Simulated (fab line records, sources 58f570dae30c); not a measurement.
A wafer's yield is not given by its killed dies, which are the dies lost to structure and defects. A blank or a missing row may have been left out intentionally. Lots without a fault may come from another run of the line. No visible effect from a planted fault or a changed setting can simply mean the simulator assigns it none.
Code-filled problem report in 8D (eight disciplines) form || flow berkeley cmos170 || the parts of the form that need people (team, actions taken, sign-off) are left out

1. THE PROBLEM
Wafers without a fault read 3e+12, standard deviation 3.1e+09; dose ions cm2 at UCB170_NVT_IMPLANT_07 reads a mean of 3e+12 on 6 wafers belonging to 2 lots. That puts it +25 standard deviations away from the usual mean.
Seen first at day 8 07:26 on implanter-03, wafer L563.1. The record holds 42 wafers of 14 lots with a number at this step. By rule, "out" or "out of limits" means more than 4 standard deviations away from the usual mean. Any other wafer with a number is counted as sound.

2. WHAT IT IS AND WHAT IT IS NOT
{"question": "which readings at this step", "is": "dose ions cm2", "is not": "beam energy keV"}
{"question": "which lots", "is": "L563, L567", "is not": "L555, L556, L558, L560, L561, L564, L565, L572, L574, L576, L577, L578"}
{"question": "which wafers of those lots", "is": "all that have a number", "is not": "-"}
{"question": "read on which tools", "is": "implanter-03", "is not": "implanter-01, implanter-02"}
{"question": "when", "is": "from day 8 07:26", "is not": "up to then (18 sound wafers); but 18 sound wafers of L565, L572, L574, L576, L577, L578 came after"}

3. SUSPECTS, AND WHAT RULES EACH OUT
Counting: a tool at a process step up to the reading stays a suspect if it ran every lot that is out and no sound lot after the first of them.
- implanter-03 at UCB170_NVT_IMPLANT_07: kept. All lots that are out passed through it, beginning with L563 at day 8 07:26, and no sound lot followed; its final sound lot before that point was L561 at day 7 21:59. Its own dose ions cm2 readings are out on those wafers.
The count leaves implanter-03 at UCB170_NVT_IMPLANT_07.

4. THE CAUSE (what the simulator had put in)
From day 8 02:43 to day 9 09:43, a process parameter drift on implanter-03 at UCB170_NVT_IMPLANT_07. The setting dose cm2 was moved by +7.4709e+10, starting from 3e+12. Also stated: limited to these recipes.
After counting, this tool was the only one left.

5. THE EFFECT CHAIN, in route order
Each row: a reading whose mean over the struck wafers that have a number lies more than 3 standard deviations from the usual. Only readings for which the record gives a usual standard deviation are gone through. hours: the time from each lot's start at the first step in this table that gives one to its start at this step, as a median over the lots. sigmas: the change in usual standard deviations.
{"hours": 0, "step": "UCB170_NVT_IMPLANT_07", "reading": "dose ions cm2", "usual": 3e+12, "on struck wafers": 3e+12, "change": "+8e+10", "sigmas": "+25"}
Process steps it contains:
- UCB170_NVT_IMPLANT_07
At these later measuring or inspecting steps, every struck wafer for which the step has a row has a number for every such reading, and none has moved that far: UCB170_NVT_TW_MEAS_09.

6. HOW IT WOULD HAVE BEEN CAUGHT EARLIER
The fault began at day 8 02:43; the first out-of-limits reading in this record came at day 8 07:26, 5 hours later.
